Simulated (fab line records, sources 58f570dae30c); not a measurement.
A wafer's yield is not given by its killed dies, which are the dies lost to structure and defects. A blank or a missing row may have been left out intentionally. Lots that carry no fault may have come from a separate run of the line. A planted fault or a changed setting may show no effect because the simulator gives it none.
Struck lot and sound lot, side by side || flow berkeley cmos170 || 14 out of 331 route steps
Sound: these wafers, L354.2, L354.5, L354.6. The struck wafers were L355.3, L355.4, L355.5. The cause is named last.
For every step that has rows: the tool of each side, followed by ch and its chambers, followed by its first start. Under that, the readings that differ: sound wafers || struck wafers || difference of the means || sigmas: that difference in standard deviations of wafers without a fault.
alike: words and numbers the same on both sides, and readings whose means are apart by under 2 such deviations; not compared: readings that were withheld, readings missing a value for some wafer, numbers with overlapping values and no deviation given by the record, and bounds like >300 which may hide the same value.
The two part at a step that has a row with sigmas, a row that says differs or no value, or rows on one side only. Numbers that have no deviation but don't overlap get no sigmas and don't part them. A reading that every wafer of one side lacks parts them only if that side has two wafers or more.

UCB170_M1_STRIP_13: strips in O2.
  sound on plasma asher-01 ch 0,1, day 10 15:24; struck on plasma asher-03 ch 0,1, day 11 08:32
  alike: drypump motor current A, oes product au
  not compared: rf hours counter h
UCB170_M1_CD_MEAS_90: the cd target is 700 nm.
  struck on cd sem-02, day 11 08:39; sound on cd sem-01, day 10 15:31
  alike: cd nm
then, 1 step without rows for these wafers: UCB170_M1_ANNEAL_14 (time 1200 s).
UCB170_V1_CVD_00: deposits SiO2 from TEOS/O2, target thk 2000 nm, time 250 s.
  sound on pecvd-01 ch 0,1,2, day 10 16:58; struck on pecvd-02 ch 1,2, day 11 10:04
  alike: heater power w
UCB170_V1_THK_MEAS_01:
  struck on film metro-02, day 11 10:14; sound on film metro-03, day 10 17:07
  alike: V1_TEOS_THK
UCB170_V1_CMP_02: polishes SiO2.
  sound on cmp-02 ch 0,2,3, day 10 17:19; struck on cmp-01 ch 1,2,3, day 11 10:20
  alike: motor current A
UCB170_V1_BOW_MEAS_03:
  struck on film metro-04, day 11 10:37; sound on film metro-04, day 10 17:29
  alike: V1_BOW
UCB170_V1_THK_MEAS_04:
  struck on film metro-04, day 11 10:43; sound on film metro-04, day 10 17:36
  alike: V1_POLISHED_THK
then, 4 steps without rows for these wafers: UCB170_V1_CLEAN_05 (cleans in DIW); UCB170_V1_HMDS_06 (prime time 60 s); UCB170_V1_COAT_07 (resist thk 900 nm); UCB170_V1_SOFTBAKE_08 (time 60 s).
UCB170_V1_EXPOSE_09: exposes mask VIA1, target cd 700 nm.
  struck on krf scanner-02, day 11 11:36; sound on krf scanner-01 ch 0, day 10 18:41
  no value came back on the struck wafers for exposure dose mJ cm2, focus offset nm (nm); on the sound wafers exposure dose mJ cm2 reads 36.93 36.98 36.98
  alike: mask
then, 1 step without rows for these wafers: UCB170_V1_PEB_10.

## WHERE THEY PART
UCB170_V1_EXPOSE_09 only, going by this record.

WHY: the cause the simulator had injected
Step skipped in full: krf scanner-02, at UCB170_V1_EXPOSE_09, from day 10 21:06 onward. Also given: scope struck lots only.
